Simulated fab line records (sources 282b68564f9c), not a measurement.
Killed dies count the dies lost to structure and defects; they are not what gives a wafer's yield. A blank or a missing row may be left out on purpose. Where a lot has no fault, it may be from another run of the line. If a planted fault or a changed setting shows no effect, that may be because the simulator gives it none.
What tool caused it? || flow rit-cmos || 14 lots with 42 wafers sampled at 2 steps, on a route of 202 steps

== WHAT THE GAUGES SHOWED, per wafer ==
The record holds no reading of a measuring or inspecting step that can be judged against a usual standard deviation.

== WHAT TOOL EACH LOT RAN ON (gives the tool, then ch and the chambers of the sampled wafers, and finally the start) ==
{"lot": "L845", "RIT_GATE_ETCH_19": "rie-si-01 ch 2,3, day 2 12:20", "RIT_M1_PROBE_99": "prober-02, day 3 09:05"}
{"lot": "L846", "RIT_GATE_ETCH_19": "rie-si-02 ch 0,1,3, day 2 17:18", "RIT_M1_PROBE_99": "prober-01, day 3 15:36"}
{"lot": "L847", "RIT_GATE_ETCH_19": "rie-si-01 ch 0,1,3, day 2 23:44", "RIT_M1_PROBE_99": "prober-02, day 3 20:35"}
{"lot": "L848", "RIT_GATE_ETCH_19": "rie-si-02 ch 0,1,2, day 3 04:55", "RIT_M1_PROBE_99": "prober-01, day 4 01:29"}
{"lot": "L849", "RIT_GATE_ETCH_19": "rie-si-01 ch 0,3, day 3 10:43", "RIT_M1_PROBE_99": "prober-02, day 4 08:23"}
{"lot": "L851", "RIT_GATE_ETCH_19": "rie-si-01 ch 0,1,2, day 3 18:45", "RIT_M1_PROBE_99": "prober-02, day 4 15:16"}
{"lot": "L853", "RIT_GATE_ETCH_19": "rie-si-01 ch 0,2, day 4 05:32", "RIT_M1_PROBE_99": "prober-02, day 5 02:40"}
{"lot": "L855", "RIT_GATE_ETCH_19": "rie-si-01 ch 1,2,3, day 4 15:40", "RIT_M1_PROBE_99": "prober-02, day 5 12:35"}
{"lot": "L857", "RIT_GATE_ETCH_19": "rie-si-01 ch 0,1,3, day 5 00:59", "RIT_M1_PROBE_99": "prober-02, day 5 22:50"}
{"lot": "L859", "RIT_GATE_ETCH_19": "rie-si-01 ch 2,3, day 5 12:41", "RIT_M1_PROBE_99": "-"}
{"lot": "L862", "RIT_GATE_ETCH_19": "rie-si-02 ch 1,2, day 6 03:28", "RIT_M1_PROBE_99": "prober-01, day 7 00:39"}
{"lot": "L864", "RIT_GATE_ETCH_19": "rie-si-02 ch 0,2,3, day 6 13:05", "RIT_M1_PROBE_99": "prober-01, day 7 09:38"}
{"lot": "L866", "RIT_GATE_ETCH_19": "rie-si-02 ch 2,3, day 6 23:53", "RIT_M1_PROBE_99": "prober-01, day 7 22:22"}
{"lot": "L868", "RIT_GATE_ETCH_19": "rie-si-02 ch 1,2, day 7 14:16", "RIT_M1_PROBE_99": "prober-01, day 8 10:41"}
- RIT_GATE_ETCH_19: etches poly-Si in SF6/CHF3/O2, stops on SiO2, time 165 s, target depth 312.5 nm.
- RIT_M1_PROBE_99

== AS READ BY THE TOOLS THEMSELVES (means over the sampled wafers that have a number; for cases with no such wafer, the mark the record gives instead) ==
RIT_GATE_ETCH_19.
{"lot": "L845", "tool": "rie-si-01", "drypump-motor-current-A (A)": 5.7, "oes-product-au (a.u.)": 0.847, "throttle-valve-pct (%)": 10.37}
{"lot": "L846", "tool": "rie-si-02", "drypump-motor-current-A (A)": 5.8, "oes-product-au (a.u.)": 0.837, "throttle-valve-pct (%)": 10.22}
{"lot": "L847", "tool": "rie-si-01", "drypump-motor-current-A (A)": 5.5, "oes-product-au (a.u.)": 0.854, "throttle-valve-pct (%)": 10.18}
{"lot": "L848", "tool": "rie-si-02", "drypump-motor-current-A (A)": 5.7, "oes-product-au (a.u.)": 0.840, "throttle-valve-pct (%)": 10.16}
{"lot": "L849", "tool": "rie-si-01", "drypump-motor-current-A (A)": 5.5, "oes-product-au (a.u.)": 0.855, "throttle-valve-pct (%)": 10.21}
{"lot": "L851", "tool": "rie-si-01", "drypump-motor-current-A (A)": 5.5, "oes-product-au (a.u.)": 0.856, "throttle-valve-pct (%)": 10.28}
{"lot": "L853", "tool": "rie-si-01", "drypump-motor-current-A (A)": 5.6, "oes-product-au (a.u.)": 0.856, "throttle-valve-pct (%)": 10.41}
{"lot": "L855", "tool": "rie-si-01", "drypump-motor-current-A (A)": 5.6, "oes-product-au (a.u.)": 0.840, "throttle-valve-pct (%)": 10.24}
{"lot": "L857", "tool": "rie-si-01", "drypump-motor-current-A (A)": 5.5, "oes-product-au (a.u.)": 0.752, "throttle-valve-pct (%)": 10.18}
{"lot": "L859", "tool": "rie-si-01", "drypump-motor-current-A (A)": 5.7, "oes-product-au (a.u.)": 0.760, "throttle-valve-pct (%)": 10.38}
{"lot": "L862", "tool": "rie-si-02", "drypump-motor-current-A (A)": 5.2, "oes-product-au (a.u.)": 0.837, "throttle-valve-pct (%)": 10.12}
{"lot": "L864", "tool": "rie-si-02", "drypump-motor-current-A (A)": 5.4, "oes-product-au (a.u.)": 0.834, "throttle-valve-pct (%)": 10.28}
{"lot": "L866", "tool": "rie-si-02", "drypump-motor-current-A (A)": 5.0, "oes-product-au (a.u.)": 0.835, "throttle-valve-pct (%)": 10.28}
{"lot": "L868", "tool": "rie-si-02", "drypump-motor-current-A (A)": 5.6, "oes-product-au (a.u.)": 0.850, "throttle-valve-pct (%)": 10.06}

RIT_M1_PROBE_99.
{"lot": "L845", "tool": "prober-02", "killed_at_M0_to_M3": 0.0, "killed-at-contacts": 0.0, "killed-at-front-end": 4.3, "killed-dies": 4.3, "killed-on-rim": 0.7, "killed-open": 1.7, "killed-short": 2.7}
{"lot": "L846", "tool": "prober-01", "killed_at_M0_to_M3": 0.0, "killed-at-contacts": 0.0, "killed-at-front-end": 7.3, "killed-dies": 7.3, "killed-on-rim": 2.0, "killed-open": 4.7, "killed-short": 2.7}
{"lot": "L847", "tool": "prober-02", "killed_at_M0_to_M3": 0.0, "killed-at-contacts": 0.0, "killed-at-front-end": 7.3, "killed-dies": 7.3, "killed-on-rim": 0.3, "killed-open": 3.7, "killed-short": 3.7}
{"lot": "L848", "tool": "prober-01", "killed_at_M0_to_M3": 0.0, "killed-at-contacts": 0.3, "killed-at-front-end": 4.7, "killed-dies": 5.0, "killed-on-rim": 1.7, "killed-open": 3.7, "killed-short": 1.3}
{"lot": "L849", "tool": "prober-02", "killed_at_M0_to_M3": 0.0, "killed-at-contacts": 0.0, "killed-at-front-end": 6.0, "killed-dies": 6.0, "killed-on-rim": 1.3, "killed-open": 2.3, "killed-short": 3.7}
{"lot": "L851", "tool": "prober-02", "killed_at_M0_to_M3": 0.0, "killed-at-contacts": 0.0, "killed-at-front-end": 9.0, "killed-dies": 9.0, "killed-on-rim": 2.7, "killed-open": 3.3, "killed-short": 5.7}
{"lot": "L853", "tool": "prober-02", "killed_at_M0_to_M3": 0.0, "killed-at-contacts": 0.0, "killed-at-front-end": 5.7, "killed-dies": 5.7, "killed-on-rim": 1.3, "killed-open": 2.3, "killed-short": 3.3}
{"lot": "L855", "tool": "prober-02", "killed_at_M0_to_M3": 0.0, "killed-at-contacts": 0.0, "killed-at-front-end": 4.7, "killed-dies": 4.7, "killed-on-rim": 1.3, "killed-open": 2.7, "killed-short": 2.0}
{"lot": "L857", "tool": "prober-02", "killed_at_M0_to_M3": 0.0, "killed-at-contacts": 0.3, "killed-at-front-end": 10.7, "killed-dies": 11.0, "killed-on-rim": 2.0, "killed-open": 6.0, "killed-short": 5.0}
{"lot": "L862", "tool": "prober-01", "killed_at_M0_to_M3": 0.0, "killed-at-contacts": 0.3, "killed-at-front-end": 8.3, "killed-dies": 8.7, "killed-on-rim": 1.7, "killed-open": 5.0, "killed-short": 3.7}
{"lot": "L864", "tool": "prober-01", "killed_at_M0_to_M3": 0.0, "killed-at-contacts": 0.0, "killed-at-front-end": 7.7, "killed-dies": 7.7, "killed-on-rim": 1.7, "killed-open": 4.0, "killed-short": 3.7}
{"lot": "L866", "tool": "prober-01", "killed_at_M0_to_M3": 0.7, "killed-at-contacts": 0.0, "killed-at-front-end": 8.0, "killed-dies": 8.7, "killed-on-rim": 2.7, "killed-open": 4.3, "killed-short": 4.0}
{"lot": "L868", "tool": "prober-01", "killed_at_M0_to_M3": 0.0, "killed-at-contacts": 0.0, "killed-at-front-end": 7.3, "killed-dies": 7.3, "killed-on-rim": 2.3, "killed-open": 3.7, "killed-short": 3.7}

== THE ANSWER, worked out from the rows above alone ==
Rule: the lots themselves supply what counts as usual. The widest of any qualifying gaps counts: lots, ordered by their means at a reading, are off when they make up no more than a third of the lots, leave a main group of 4 or more, and stand apart from it by 3 or more times the standard deviation of that group's means. The tables above print the reading to a certain number of digits; a main group whose means all agree to those digits is not used. Also off: a lot with no number at a reading for which 4 or more lots have one. Any other lot the step has rows for is counted as sound. Order of review: gauges by route order, followed by the tools' own readings, for which a lot's mean as printed above is used. At the first step where some lot is off, the reading lying furthest off is the one used; lots without a number count as furthest.
Off: L857, L859, at RIT_GATE_ETCH_19 (oes-product-au). For the main group the mean is 0.845 a.u. and the standard deviation 0.0084.
If a tool, at that step or one of the process steps before it, ran each lot that is off and ran no sound lot following the first of them, it fits. One fits: rie-si-01 at RIT_GATE_ETCH_19. A fault onset in the window from L855 (day 4 15:40, its last sound lot) to L857 (day 5 00:59, its first lot off) fits.
The tool's own readings at RIT_GATE_ETCH_19 bear it out: on the lots that are off they differ by more than 5 times the standard deviation of the sound lots' means. oes-product-au reads 0.756 a.u. there against 0.845 a.u. on the sound lots.

== WHAT HAD BEEN PUT IN BY THE SIMULATOR ==
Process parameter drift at RIT_GATE_ETCH_19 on rie-si-01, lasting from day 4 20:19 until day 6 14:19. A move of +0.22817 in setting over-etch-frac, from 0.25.
Struck lots among those shown: L857, L859. The rule given above showed the same thing.
